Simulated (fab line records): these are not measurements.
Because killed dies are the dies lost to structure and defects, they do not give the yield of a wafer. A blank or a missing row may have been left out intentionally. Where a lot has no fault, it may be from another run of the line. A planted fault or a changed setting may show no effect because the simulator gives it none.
fab line records :: flow rit-cmos :: part 2 of 2: steps 36 to 50 of 50
record
  lots=5
  wafers=15
  last-day=7
route steps=202 shown GATE@93 REOX@98 NLDD@103 PLDD@114 SPACER@125 NSD@131 PSD@142
lots with no fault: from the same line, run without faults
start-h: hours from the record's first day to the start of the lot's first wafer shown :: wait-h: hours elapsed since this lot's preceding step :: " the same as in the row above :: L1.1+2: several wafers, shown together as one row :: - no value, or no start was given :: * or withheld: withheld :: < > ~ a bound
route shown NAME@n: NAME is a module with steps in the file, n the number in the route of the first one :: usual: mean/standard deviation of fault-free wafers :: same: alike in all rows :: chamber/n: place in a boat :: sites: each site's reading :: _std_site: the values' standard deviation :: _edge_site: inner sites' mean taken away from outer sites' mean :: radius-mm: for every site, how far away it sits from the centre of the wafer :: mask NAME#n: copy n :: behind: the most recent tool/chamber to have shaped the wafer :: hold: what put the lot on hold/how long, in hours/how the hold closed :: device: the transistor (n, p or np) that didn't switch :: end of line: the same wafers' tests at the end of the route :: for a step that has no rows: nothing shown but its recipe :: killed: dies that structure and defects cost at the first sort, which is not the same as the wafer's yield :: map: dies across one wafer; x = killed, . = not, _ = none there
set.NAME: the setting the step ran with; set.NAME@STEP: the setting that earlier step ran with :: model.NAME: the simulator's own value behind a step, which no gauge read
certain route steps with their lots: each step a table, each wafer a row
services: a tool's chamber out of use, with start hour (start-h, from the record's first day; less than 0 if before it), hours out, and reason
## steps
# step RIT_SPACER_CVD_03
# recipe
  material=Si3N4
  target-thk-nm=250
  temp-c=810
  precursor=SiH2Cl2/NH3
  time-s=3300
  pressure-mtorr=300
  sih2cl2-flow-sccm=60
  nh3-flow-sccm=150
lot.wafer: L075.3+4+5
tool: lpcvd-01
chamber: 0
start-h: 54.92
wait-h: 0.0

lot.wafer: L082.1+3+4
tool: lpcvd-02
chamber: 0
start-h: 93.11
wait-h: 0.0

lot.wafer: L084.1+3+6
tool: lpcvd-01
chamber: 1
start-h: 100.02
wait-h: 0.0

lot.wafer: L086.2+5+6
tool: lpcvd-01
chamber: 1
start-h: 109.35
wait-h: 0.0

lot.wafer: L093.3+5+6
tool: lpcvd-02
chamber: 1
start-h: 144.84
wait-h: 0.0
# step RIT_SPACER_THK_MEAS_04
# recipe
  reads=Si3N4_of_SPACER_CVD_03
# usual
  SPACER_NITRIDE_THK=250.0/2.2
lot.wafer: L075.3
tool: film-metro-02
chamber: -
start-h: 57.81
wait-h: 0.0
SPACER_NITRIDE_THK[nm]: 250.6

lot.wafer: L075.4
tool: film-metro-02
chamber: -
start-h: 57.81
wait-h: 0.0
SPACER_NITRIDE_THK[nm]: 247.6

lot.wafer: L075.5
tool: film-metro-02
chamber: -
start-h: 57.81
wait-h: 0.0
SPACER_NITRIDE_THK[nm]: 247.2

lot.wafer: L082.1
tool: film-metro-03
chamber: -
start-h: 95.02
wait-h: 0.0
SPACER_NITRIDE_THK[nm]: 252.2

lot.wafer: L082.3
tool: film-metro-03
chamber: -
start-h: 95.02
wait-h: 0.0
SPACER_NITRIDE_THK[nm]: 251.3

lot.wafer: L082.4
tool: film-metro-03
chamber: -
start-h: 95.02
wait-h: 0.0
SPACER_NITRIDE_THK[nm]: 251.3

lot.wafer: L084.1
tool: film-metro-02
chamber: -
start-h: 101.93
wait-h: 0.0
SPACER_NITRIDE_THK[nm]: 246.1

lot.wafer: L084.3
tool: film-metro-02
chamber: -
start-h: 101.93
wait-h: 0.0
SPACER_NITRIDE_THK[nm]: 245.3

lot.wafer: L084.6
tool: film-metro-02
chamber: -
start-h: 101.93
wait-h: 0.0
SPACER_NITRIDE_THK[nm]: 244.5

lot.wafer: L086.2
tool: film-metro-01
chamber: -
start-h: 111.27
wait-h: 0.0
SPACER_NITRIDE_THK[nm]: 247.5

lot.wafer: L086.5
tool: film-metro-01
chamber: -
start-h: 111.27
wait-h: 0.0
SPACER_NITRIDE_THK[nm]: 248.0

lot.wafer: L086.6
tool: film-metro-01
chamber: -
start-h: 111.27
wait-h: 0.0
SPACER_NITRIDE_THK[nm]: 249.8

lot.wafer: L093.3
tool: film-metro-02
chamber: -
start-h: 146.78
wait-h: 0.0
SPACER_NITRIDE_THK[nm]: 250.8

lot.wafer: L093.5
tool: film-metro-02
chamber: -
start-h: 146.78
wait-h: 0.0
SPACER_NITRIDE_THK[nm]: 251.3

lot.wafer: L093.6
tool: film-metro-02
chamber: -
start-h: 146.78
wait-h: 0.0
SPACER_NITRIDE_THK[nm]: 250.1
# step RIT_SPACER_ETCHBACK_05
# recipe
  target-depth-a=2500
  SF6_flow_sccm=30
  CHF3_flow_sccm=30
  target=Si3N4
  chemistry=SF6/CHF3
  pressure-mtorr=40
  rf-w=250
  time-s=240
  stop-on=SiO2
# usual
  drypump-motor-current-A=5.8/0.34
  oes-product-au=0.846/0.012
  throttle-valve-pct=10.27/0.12
lot.wafer: L075.3
tool: rie-diel-01
chamber: 1
start-h: 57.85
wait-h: 0.0
drypump-motor-current-A: 6.0
oes-product-au: 0.868
rf-hours-counter-h: 8
throttle-valve-pct: 10.25

lot.wafer: L075.4
tool: rie-diel-01
chamber: 0
start-h: 57.85
wait-h: 0.0
drypump-motor-current-A: 5.7
oes-product-au: 0.856
rf-hours-counter-h: -
throttle-valve-pct: 10.38

lot.wafer: L075.5
tool: rie-diel-01
chamber: 3
start-h: 57.85
wait-h: 0.0
drypump-motor-current-A: 5.2
oes-product-au: 0.860
rf-hours-counter-h: -
throttle-valve-pct: 10.35

lot.wafer: L082.1
tool: rie-diel-01
chamber: 0
start-h: 95.08
wait-h: 0.1
drypump-motor-current-A: 5.7
oes-product-au: 0.865
rf-hours-counter-h: 93
throttle-valve-pct: 10.36

lot.wafer: L082.3
tool: rie-diel-01
chamber: 1
start-h: 95.08
wait-h: 0.1
drypump-motor-current-A: 6.0
oes-product-au: 0.876
rf-hours-counter-h: 8
throttle-valve-pct: 10.23

lot.wafer: L082.4
tool: rie-diel-01
chamber: 3
start-h: 95.08
wait-h: 0.1
drypump-motor-current-A: 5.2
oes-product-au: 0.869
rf-hours-counter-h: 6
throttle-valve-pct: 10.34

lot.wafer: L084.1
tool: rie-diel-04
chamber: 2
start-h: 101.99
wait-h: 0.1
drypump-motor-current-A: 5.8
oes-product-au: 0.845
rf-hours-counter-h: 13
throttle-valve-pct: 10.22

lot.wafer: L084.3
tool: rie-diel-04
chamber: 3
start-h: 101.99
wait-h: 0.1
drypump-motor-current-A: 5.8
oes-product-au: 0.819
rf-hours-counter-h: 68
throttle-valve-pct: 10.41

lot.wafer: L084.6
tool: rie-diel-04
chamber: 0
start-h: 101.99
wait-h: 0.1
drypump-motor-current-A: 6.2
oes-product-au: 0.829
rf-hours-counter-h: -
throttle-valve-pct: 10.05

lot.wafer: L086.2
tool: rie-diel-01
chamber: 2
start-h: 111.32
wait-h: 0.0
drypump-motor-current-A: 6.5
oes-product-au: 0.837
rf-hours-counter-h: 143
throttle-valve-pct: 10.48

lot.wafer: L086.5
tool: rie-diel-01
chamber: 0
start-h: 111.32
wait-h: 0.0
drypump-motor-current-A: 5.7
oes-product-au: 0.857
rf-hours-counter-h: -
throttle-valve-pct: 10.35

lot.wafer: L086.6
tool: rie-diel-01
chamber: 2
start-h: 111.32
wait-h: 0.0
drypump-motor-current-A: 6.5
oes-product-au: 0.840
rf-hours-counter-h: -
throttle-valve-pct: 10.49

lot.wafer: L093.3
tool: rie-diel-04
chamber: 2
start-h: 146.82
wait-h: 0.0
drypump-motor-current-A: 5.8
oes-product-au: 0.850
rf-hours-counter-h: 13
throttle-valve-pct: 10.23

lot.wafer: L093.5
tool: rie-diel-04
chamber: 0
start-h: 146.82
wait-h: 0.0
drypump-motor-current-A: 6.2
oes-product-au: 0.844
rf-hours-counter-h: -
throttle-valve-pct: 10.06

lot.wafer: L093.6
tool: rie-diel-04
chamber: 2
start-h: 146.82
wait-h: 0.0
drypump-motor-current-A: 5.8
oes-product-au: 0.840
rf-hours-counter-h: -
throttle-valve-pct: 10.23
# step RIT_NSD_HMDS_00
# recipe
  prime-time-s=60
  prime-temp-c=140
lot.wafer: L075.3+4+5
tool: litho-track-02
chamber: 0
start-h: 58.14
wait-h: 0.2

lot.wafer: L082.1+3+4
tool: litho-track-04
chamber: 0
start-h: 95.23
wait-h: 0.1

lot.wafer: L084.1+3+6
tool: litho-track-01
chamber: 0
start-h: 102.14
wait-h: 0.1

lot.wafer: L086.2+5+6
tool: litho-track-04
chamber: 0
start-h: 111.50
wait-h: 0.1

lot.wafer: L093.3+5+6
tool: litho-track-02
chamber: 0
start-h: 147.02
wait-h: 0.1
# step RIT_NSD_COAT_01
# recipe
  resist=NOVOLAK
  spin-rpm=3250
  resist-thk-nm=1000
lot.wafer: L075.3+4+5
tool: litho-track-02
chamber: 0
start-h: 58.29
wait-h: 0.1

lot.wafer: L082.1+3+4
tool: litho-track-04
chamber: 0
start-h: 95.38
wait-h: 0.1

lot.wafer: L084.1+3+6
tool: litho-track-01
chamber: 0
start-h: 102.29
wait-h: 0.1

lot.wafer: L086.2+5+6
tool: litho-track-04
chamber: 0
start-h: 111.65
wait-h: 0.1

lot.wafer: L093.3+5+6
tool: litho-track-02
chamber: 0
start-h: 147.17
wait-h: 0.1
# step RIT_NSD_SOFTBAKE_02
# recipe
  resist=NOVOLAK
  temp-c=90
  time-s=60
lot.wafer: L075.3+4+5
tool: litho-track-02
chamber: 0
start-h: 58.44
wait-h: 0.1

lot.wafer: L082.1+3+4
tool: litho-track-04
chamber: 0
start-h: 95.53
wait-h: 0.1

lot.wafer: L084.1+3+6
tool: litho-track-01
chamber: 0
start-h: 102.44
wait-h: 0.1

lot.wafer: L086.2+5+6
tool: litho-track-04
chamber: 0
start-h: 111.80
wait-h: 0.1

lot.wafer: L093.3+5+6
tool: litho-track-02
chamber: 0
start-h: 147.32
wait-h: 0.1
# step RIT_NSD_EXPOSE_03
# recipe
  mask-id=M9
  na=0.57
  target-cd-nm=40700
  dose-mj=250
lot.wafer: L075.3+4+5
tool: iline-stepper-01
chamber: 0
start-h: 58.70
wait-h: 0.2
mask: M9#0

lot.wafer: L082.1+3+4
tool: iline-stepper-02
chamber: 0
start-h: 95.68
wait-h: 0.1
mask: M9#0

lot.wafer: L084.1+3+6
tool: iline-stepper-01
chamber: 0
start-h: 102.72
wait-h: 0.2
mask: M9#0

lot.wafer: L086.2+5+6
tool: iline-stepper-02
chamber: 0
start-h: 111.94
wait-h: 0.1
mask: M9#0

lot.wafer: L093.3+5+6
tool: iline-stepper-02
chamber: 0
start-h: 147.46
wait-h: 0.1
mask: M9#0
# step RIT_NSD_PEB_04
# recipe
  resist=NOVOLAK
  temp-c=withheld
  time-s=withheld
lot.wafer: L075.3+4+5
tool: litho-track-02
chamber: 0
start-h: 58.83
wait-h: 0.1

lot.wafer: L082.1+3+4
tool: litho-track-02
chamber: 0
start-h: 95.80
wait-h: 0.1

lot.wafer: L084.1+3+6
tool: litho-track-04
chamber: 0
start-h: 102.98
wait-h: 0.2

lot.wafer: L086.2+5+6
tool: litho-track-04
chamber: 0
start-h: 112.07
wait-h: 0.1

lot.wafer: L093.3+5+6
tool: litho-track-02
chamber: 0
start-h: 147.58
wait-h: 0.1
# step RIT_NSD_DEVELOP_05
# recipe
  resist=NOVOLAK
  develop-time-s=50
  dev-temp-c=23
lot.wafer: L075.3+4+5
tool: litho-track-02
chamber: 0
start-h: -
wait-h: -

lot.wafer: L082.1+3+4
tool: litho-track-02
chamber: 0
start-h: -
wait-h: -

lot.wafer: L084.1+3+6
tool: litho-track-04
chamber: 0
start-h: -
wait-h: -

lot.wafer: L086.2+5+6
tool: litho-track-04
chamber: 0
start-h: -
wait-h: -

lot.wafer: L093.3+5+6
tool: litho-track-02
chamber: 0
start-h: -
wait-h: -
# step RIT_NSD_OVL_MEAS_06
# usual
  NSD_OVL=0.6/1.2
lot.wafer: L075.3
tool: overlay-02
chamber: -
start-h: 59.08
wait-h: -
NSD_OVL[nm]: 0.2

lot.wafer: L075.4
tool: overlay-02
chamber: -
start-h: 59.08
wait-h: -
NSD_OVL[nm]: 3.1

lot.wafer: L075.5
tool: overlay-02
chamber: -
start-h: 59.08
wait-h: -
NSD_OVL[nm]: -0.3

lot.wafer: L082.1
tool: overlay-02
chamber: -
start-h: 96.08
wait-h: -
NSD_OVL[nm]: -0.4

lot.wafer: L082.3
tool: overlay-02
chamber: -
start-h: 96.08
wait-h: -
NSD_OVL[nm]: -1.0

lot.wafer: L082.4
tool: overlay-02
chamber: -
start-h: 96.08
wait-h: -
NSD_OVL[nm]: -0.7

lot.wafer: L084.1
tool: overlay-02
chamber: -
start-h: 103.27
wait-h: -
NSD_OVL[nm]: 1.8

lot.wafer: L084.3
tool: overlay-02
chamber: -
start-h: 103.27
wait-h: -
NSD_OVL[nm]: 1.5

lot.wafer: L084.6
tool: overlay-02
chamber: -
start-h: 103.27
wait-h: -
NSD_OVL[nm]: 0.6

lot.wafer: L086.2
tool: overlay-01
chamber: -
start-h: 112.33
wait-h: -
NSD_OVL[nm]: 0.1

lot.wafer: L086.5
tool: overlay-01
chamber: -
start-h: 112.33
wait-h: -
NSD_OVL[nm]: 0.4

lot.wafer: L086.6
tool: overlay-01
chamber: -
start-h: 112.33
wait-h: -
NSD_OVL[nm]: 3.1

lot.wafer: L093.3
tool: overlay-01
chamber: -
start-h: 147.83
wait-h: -
NSD_OVL[nm]: -0.9

lot.wafer: L093.5
tool: overlay-01
chamber: -
start-h: 147.83
wait-h: -
NSD_OVL[nm]: -1.2

lot.wafer: L093.6
tool: overlay-01
chamber: -
start-h: 147.83
wait-h: -
NSD_OVL[nm]: 1.0
# step RIT_NSD_HARDBAKE_07
# recipe
  resist=NOVOLAK
  temp-c=140
  time-s=60
lot.wafer: L075.3+4+5
tool: litho-track-02
chamber: 0
start-h: 59.15
wait-h: 0.1

lot.wafer: L082.1+3+4
tool: litho-track-04
chamber: 0
start-h: 96.12
wait-h: 0.0

lot.wafer: L084.1+3+6
tool: litho-track-01
chamber: 0
start-h: 103.44
wait-h: 0.2

lot.wafer: L086.2+5+6
tool: litho-track-01
chamber: 0
start-h: 112.39
wait-h: 0.0

lot.wafer: L093.3+5+6
tool: litho-track-01
chamber: 0
start-h: 147.90
wait-h: 0.1
# step RIT_NSD_IMPLANT_08
# recipe
  species=P
  energy-kev=25
  dose-cm2=1e+15
  tilt-deg=7
lot.wafer: L075.3+4+5
tool: implanter-02
chamber: 0
start-h: 59.30
wait-h: 0.1

lot.wafer: L082.1+3+4
tool: implanter-01
chamber: 0
start-h: 96.27
wait-h: 0.1

lot.wafer: L084.1+3+6
tool: implanter-01
chamber: 0
start-h: 103.59
wait-h: 0.1

lot.wafer: L086.2+5+6
tool: implanter-01
chamber: 0
start-h: 112.54
wait-h: 0.1

lot.wafer: L093.3+5+6
tool: implanter-01
chamber: 0
start-h: 148.05
wait-h: 0.1
# step RIT_NSD_STRIP_09
# recipe
  chemistry=O2
  time-s=180
  resist=NOVOLAK
  platen-temp-c=withheld
  power-w=500
  pressure-mtorr=4000
  o2-flow-sccm=4000
# usual
  drypump-motor-current-A=5.8/0.35
lot.wafer: L075.3
tool: plasma-asher-02
chamber: 0
start-h: 59.46
wait-h: 0.1
drypump-motor-current-A: 5.6
rf-hours-counter-h: -

lot.wafer: L075.4
tool: plasma-asher-02
chamber: 1
start-h: 59.46
wait-h: 0.1
drypump-motor-current-A: 5.7
rf-hours-counter-h: -

lot.wafer: L075.5
tool: plasma-asher-02
chamber: 0
start-h: 59.46
wait-h: 0.1
drypump-motor-current-A: 5.6
rf-hours-counter-h: -

lot.wafer: L082.1
tool: plasma-asher-02
chamber: 1
start-h: 96.42
wait-h: 0.1
drypump-motor-current-A: 5.8
rf-hours-counter-h: 47

lot.wafer: L082.3
tool: plasma-asher-02
chamber: 1
start-h: 96.42
wait-h: 0.1
drypump-motor-current-A: 5.8
rf-hours-counter-h: -

lot.wafer: L082.4
tool: plasma-asher-02
chamber: 0
start-h: 96.42
wait-h: 0.1
drypump-motor-current-A: 5.6
rf-hours-counter-h: -

lot.wafer: L084.1
tool: plasma-asher-04
chamber: 1
start-h: 103.74
wait-h: 0.1
drypump-motor-current-A: 6.5
rf-hours-counter-h: 44

lot.wafer: L084.3
tool: plasma-asher-04
chamber: 1
start-h: 103.74
wait-h: 0.1
drypump-motor-current-A: 6.5
rf-hours-counter-h: -

lot.wafer: L084.6
tool: plasma-asher-04
chamber: 0
start-h: 103.74
wait-h: 0.1
drypump-motor-current-A: 5.5
rf-hours-counter-h: -

lot.wafer: L086.2
tool: plasma-asher-02
chamber: 1
start-h: 112.66
wait-h: 0.1
drypump-motor-current-A: 5.8
rf-hours-counter-h: 50

lot.wafer: L086.5
tool: plasma-asher-02
chamber: 1
start-h: 112.66
wait-h: 0.1
drypump-motor-current-A: 5.8
rf-hours-counter-h: -

lot.wafer: L086.6
tool: plasma-asher-02
chamber: 0
start-h: 112.66
wait-h: 0.1
drypump-motor-current-A: 5.6
rf-hours-counter-h: -

lot.wafer: L093.3
tool: plasma-asher-01
chamber: 0
start-h: 148.21
wait-h: 0.1
drypump-motor-current-A: 5.9
rf-hours-counter-h: -

lot.wafer: L093.5
tool: plasma-asher-01
chamber: 0
start-h: 148.21
wait-h: 0.1
drypump-motor-current-A: 5.9
rf-hours-counter-h: -

lot.wafer: L093.6
tool: plasma-asher-01
chamber: 1
start-h: 148.21
wait-h: 0.1
drypump-motor-current-A: 5.4
rf-hours-counter-h: -
# step RIT_NSD_TW_MEAS_10
# usual
  NSD_TW=3113/17
lot.wafer: L075.3
tool: film-metro-01
chamber: -
start-h: 59.59
wait-h: 0.1
NSD_TW: 3096

lot.wafer: L075.4
tool: film-metro-01
chamber: -
start-h: 59.59
wait-h: 0.1
NSD_TW: 3120

lot.wafer: L075.5
tool: film-metro-01
chamber: -
start-h: 59.59
wait-h: 0.1
NSD_TW: 3106

lot.wafer: L082.1
tool: film-metro-01
chamber: -
start-h: 96.60
wait-h: 0.1
NSD_TW: 3115

lot.wafer: L082.3
tool: film-metro-01
chamber: -
start-h: 96.60
wait-h: 0.1
NSD_TW: 3102

lot.wafer: L082.4
tool: film-metro-01
chamber: -
start-h: 96.60
wait-h: 0.1
NSD_TW: 3108

lot.wafer: L084.1
tool: film-metro-04
chamber: -
start-h: 103.91
wait-h: 0.1
NSD_TW: 3095

lot.wafer: L084.3
tool: film-metro-04
chamber: -
start-h: 103.91
wait-h: 0.1
NSD_TW: 3083

lot.wafer: L084.6
tool: film-metro-04
chamber: -
start-h: 103.91
wait-h: 0.1
NSD_TW: 3080

lot.wafer: L086.2
tool: film-metro-01
chamber: -
start-h: 112.85
wait-h: 0.1
NSD_TW: 3104

lot.wafer: L086.5
tool: film-metro-01
chamber: -
start-h: 112.85
wait-h: 0.1
NSD_TW: 3090

lot.wafer: L086.6
tool: film-metro-01
chamber: -
start-h: 112.85
wait-h: 0.1
NSD_TW: 3109

lot.wafer: L093.3
tool: film-metro-04
chamber: -
start-h: 148.35
wait-h: 0.1
NSD_TW: 3101

lot.wafer: L093.5
tool: film-metro-04
chamber: -
start-h: 148.35
wait-h: 0.1
NSD_TW: 3108

lot.wafer: L093.6
tool: film-metro-04
chamber: -
start-h: 148.35
wait-h: 0.1
NSD_TW: 3095
# step RIT_PSD_HMDS_00
# recipe
  prime-time-s=60
  prime-temp-c=140
lot.wafer: L075.3+4+5
tool: litho-track-01
chamber: 0
start-h: 59.68
wait-h: 0.1

lot.wafer: L082.1+3+4
tool: litho-track-04
chamber: 0
start-h: 96.66
wait-h: 0.1

lot.wafer: L084.1+3+6
tool: litho-track-01
chamber: 0
start-h: 103.97
wait-h: 0.1

lot.wafer: L086.2+5+6
tool: litho-track-01
chamber: 0
start-h: 112.92
wait-h: 0.1

lot.wafer: L093.3+5+6
tool: litho-track-01
chamber: 0
start-h: 148.44
wait-h: 0.1
## services
tool: furnace-03
chamber: -
start-h: 29.08
hours: 3.2
kind: pm

tool: furnace-04
chamber: -
start-h: 35.10
hours: 2.7
kind: pm

tool: iline-stepper-02
chamber: -
start-h: 36.19
hours: 1.7
kind: pm

tool: iline-stepper-01
chamber: -
start-h: 47.06
hours: 4.2
kind: repair

tool: implanter-02
chamber: -
start-h: 48.99
hours: 2.3
kind: repair

tool: furnace-01
chamber: -
start-h: 70.08
hours: 5.2
kind: pm

tool: plasma-asher-04
chamber: -
start-h: 78.79
hours: 21.3
kind: repair

tool: rie-diel-04
chamber: 2
start-h: 81.18
hours: 1.7
kind: repair

tool: implanter-02
chamber: -
start-h: 82.65
hours: 2.4
kind: pm

tool: implanter-01
chamber: -
start-h: 83.39
hours: 10.1
kind: repair

tool: rie-diel-01
chamber: 3
start-h: 95.37
hours: 2.0
kind: repair

tool: implanter-02
chamber: -
start-h: 96.48
hours: 5.3
kind: repair

tool: rie-si-02
chamber: -
start-h: 100.68
hours: 10.0
kind: pm

tool: rie-diel-01
chamber: 1
start-h: 107.04
hours: 16.2
kind: repair

tool: plasma-asher-04
chamber: -
start-h: 108.75
hours: 9.0
kind: pm

tool: plasma-asher-04
chamber: 0
start-h: 108.75
hours: 9.0
kind: vent-cycle

tool: plasma-asher-04
chamber: 1
start-h: 108.75
hours: 9.0
kind: vent-cycle

tool: implanter-03
chamber: -
start-h: 112.15
hours: 3.0
kind: repair

tool: wet-bench-03
chamber: -
start-h: 116.04
hours: 1.7
kind: repair

tool: plasma-asher-02
chamber: -
start-h: 126.35
hours: 4.3
kind: pm

tool: wet-bench-02
chamber: -
start-h: 128.45
hours: 1.8
kind: repair

tool: furnace-01
chamber: -
start-h: 129.63
hours: 4.2
kind: pm

tool: iline-stepper-01
chamber: -
start-h: 137.83
hours: 1.7
kind: pm

tool: implanter-02
chamber: -
start-h: 145.00
hours: 3.1
kind: repair
